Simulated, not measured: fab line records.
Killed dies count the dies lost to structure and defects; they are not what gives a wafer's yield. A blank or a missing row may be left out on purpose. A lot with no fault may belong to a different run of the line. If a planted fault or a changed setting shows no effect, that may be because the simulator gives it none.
Shared-tool check -- flow rit cmos -- 14 lots, 42 wafers sampled

== WHAT PROMPTED THE OPENING ==
At RIT_CONTACT_CD_MEAS_08 the reading cd nm is flagged on 2 of 14 lots. No-fault wafers: 1000.1 nm, standard deviation 2.
Rule: a lot is flagged in two cases, either no wafer of it has a number, or all its wafers with numbers fall more than 4 standard deviations from that mean. As for the other lots, they are considered sound.

lot,measured,on,"cd nm (nm), wafer by wafer",flag
L432,day 3 06:35,cd sem-02,1000.1 999.9 998.9,
L435,day 3 23:23,cd sem-01,1000.2 999.3 997.6,
L436,day 4 02:23,cd sem-02,998.0 997.6 999.4,
L437,day 4 11:52,cd sem-02,1001.6 1003.1 1003.7,
L438,day 4 14:46,cd sem-01,994.2 996.0 997.7,
L440,day 5 00:43,cd sem-02,1004.9 1002.6 1002.8,
L441,day 5 06:52,cd sem-02,985.7 986.1 987.1,FLAGGED
L442,day 5 11:38,cd sem-02,989.2 989.4 989.3,FLAGGED
L443,day 5 14:04,cd sem-02,1002.4 1003.3 1001.5,
L447,day 6 14:46,cd sem-02,998.8 999.2 998.5,
L449,day 6 23:40,cd sem-02,997.0 998.9 999.0,
L451,day 7 11:44,cd sem-02,1001.2 998.3 1000.1,
L454,day 8 00:38,cd sem-02,1001.5 1000.1 1000.1,
L455,day 8 04:20,cd sem-02,999.9 998.7 1000.5,
Average over the flagged lots: 987.8 nm; offset from the usual -12.3 nm, equal to -6 standard deviations.

== TOOL THAT RAN EACH LOT ==
The record keeps 1 process step preceding the reading, out of 202 steps on the route. In each cell: the tool, then ch and the chambers that the sampled wafers went through, then the start.
lot,flag,RIT_CONTACT_DEVELOP_07
L432,,"litho track-03 ch 0, day 3 06:00"
L435,,"litho track-04 ch 0, day 3 23:00"
L436,,"litho track-03 ch 0, day 4 02:00"
L437,,"litho track-02 ch 0, day 4 11:00"
L438,,"litho track-04 ch 0, day 4 14:00"
L440,,"litho track-03 ch 0, day 5 00:00"
L441,FLAGGED,"litho track-04 ch 0, day 5 06:00"
L442,FLAGGED,"litho track-04 ch 0, day 5 11:00"
L443,,"litho track-03 ch 0, day 5 13:00"
L447,,"litho track-03 ch 0, day 6 14:00"
L449,,"litho track-03 ch 0, day 6 23:00"
L451,,"litho track-02 ch 0, day 7 11:00"
L454,,"litho track-04 ch 0, day 8 00:00"
L455,,"litho track-04 ch 0, day 8 04:00"
What these steps do:
- RIT_CONTACT_DEVELOP_07: develop time 120 s.
- RIT_CONTACT_CD_MEAS_08: target cd 1000 nm.

== FLAGGED AGAINST TOTAL, ONE TOOL AT A TIME (gauges that did the reading follow at the end) ==
step,tool,lots run,flagged,share of the flagged lots,sound lots run after its first flagged lot
RIT_CONTACT_DEVELOP_07,litho track-02,2,0,none,-
RIT_CONTACT_DEVELOP_07,litho track-03,6,0,none,-
RIT_CONTACT_DEVELOP_07,litho track-04,6,2,all,"2 (L454,L455)"
RIT_CONTACT_CD_MEAS_08,cd sem-01,2,0,none,-
RIT_CONTACT_CD_MEAS_08,cd sem-02,12,2,all,"6 (L443,L447,L449,L451,L454,L455)"

== THE TABLE: WHAT IT ALLOWS ==
Table rows that saw every flagged lot: 2, namely litho track-04 at RIT_CONTACT_DEVELOP_07 and cd sem-02 at RIT_CONTACT_CD_MEAS_08.
- litho track-04 at RIT_CONTACT_DEVELOP_07: 2 of its 6 lots flagged. Lots that were sound ran on it after the first flagged one (L454, L455); a persistent fault on the entire tool would not allow that. Its own readings (developer temp C) fall more than 4 standard deviations out on all wafers of the flagged lots.
- cd sem-02 at RIT_CONTACT_CD_MEAS_08: 2 of its 12 lots flagged. Lots that were sound ran on it after the first flagged one (L443, L447, L449, L451, L454, L455); a persistent fault on the entire tool would not allow that.
There is no row in the table that ran each flagged lot and no sound lot after the first.

== WHAT THE SIMULATOR HAD PUT IN ==
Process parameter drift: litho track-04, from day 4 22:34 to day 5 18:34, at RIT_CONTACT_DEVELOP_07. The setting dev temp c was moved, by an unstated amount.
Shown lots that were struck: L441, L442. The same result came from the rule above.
